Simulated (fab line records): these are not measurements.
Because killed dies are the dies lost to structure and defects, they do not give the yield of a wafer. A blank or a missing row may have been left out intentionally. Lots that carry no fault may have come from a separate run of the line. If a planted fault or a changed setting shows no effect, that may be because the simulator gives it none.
Chamber matching -- flow berkeleyCmos170 -- UCB170_GATE_ETCH_15 on rieSi-02 has 4 sister chambers
The step etches poly-Si in HBr/Cl2, stops on SiO2, time 56.3 s, target depth 278.2 nm. 16 wafers are shown with their chamber, then 8 later ones without.

WAFERS PAIRED WITH THEIR CHAMBERS
wafer,chamber,throttleValvePct (%),rfFwdPowerW (W),oesProductAu (a.u.)
L334.2,0,26.52,296.1,0.839
L334.5,1,26.67,298.1,0.847
L334.6,2,26.31,297.8,0.832
L332.3,1,26.67,298.1,0.849
L332.4,3,26.61,297.0,0.824
L332.6,0,26.55,295.6,0.844
L337.1,2,26.32,296.3,0.843
L337.2,0,26.54,295.7,0.839
L337.5,1,26.68,298.2,0.839
L338.2,2,26.30,298.0,0.841
L338.4,3,26.61,296.5,0.816
L338.6,3,26.61,296.6,0.826
L350.4,3,26.60,297.6,0.807
L350.5,0,26.51,296.3,0.822
L350.6,1,26.65,297.4,0.833
L352.1,2,26.32,297.1,0.841

SIGNATURES (means of the wafers above)
reading,chamber 0,chamber 1,chamber 2,chamber 3,scatter within a chamber
throttleValvePct,26.5300,26.6675,26.3125,26.6075,0.0123
rfFwdPowerW,295.925,297.950,297.300,296.925,0.522
oesProductAu,0.83600,0.84200,0.83925,0.81825,0.00785
Rule: for a wafer and a chamber, the distance is found by dividing, reading by reading, the gap between the wafer's reading and the chamber's mean by the reading's scatter, squaring, summing and taking the root. The wafer belongs to the nearest chamber; if the next one is less than 2 further off, it can't be placed. The scatter: the root of (the sum of the squares of (reading less its chamber's mean) over the shown wafers, divided by (wafers less chambers)).

WAFERS WHOSE CHAMBER IS MISSING
wafer,throttleValvePct (%),rfFwdPowerW (W),oesProductAu (a.u.)
L352.2,26.53,295.4,0.835
L352.6,26.32,298.7,0.837
L354.2,26.53,297.9,0.845
L354.5,26.60,296.0,0.818
L354.6,26.55,297.8,0.837
L355.2,26.54,297.1,0.833
L355.4,26.65,298.5,0.847
L355.6,26.60,295.9,0.809

CHAMBER TAKEN BY EACH
wafer,from the rows above,in truth
L352.2,0,0
L352.6,2,2
L354.2,0,0
L354.5,3,3
L354.6,can't be placed: 0 or 3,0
L355.2,0,0
L355.4,1,1
L355.6,3,3
Correctly placed: 7 of 8. Can't be placed from these rows: 1 (the true chamber is among the candidates in 1). Placed wrongly: 0.
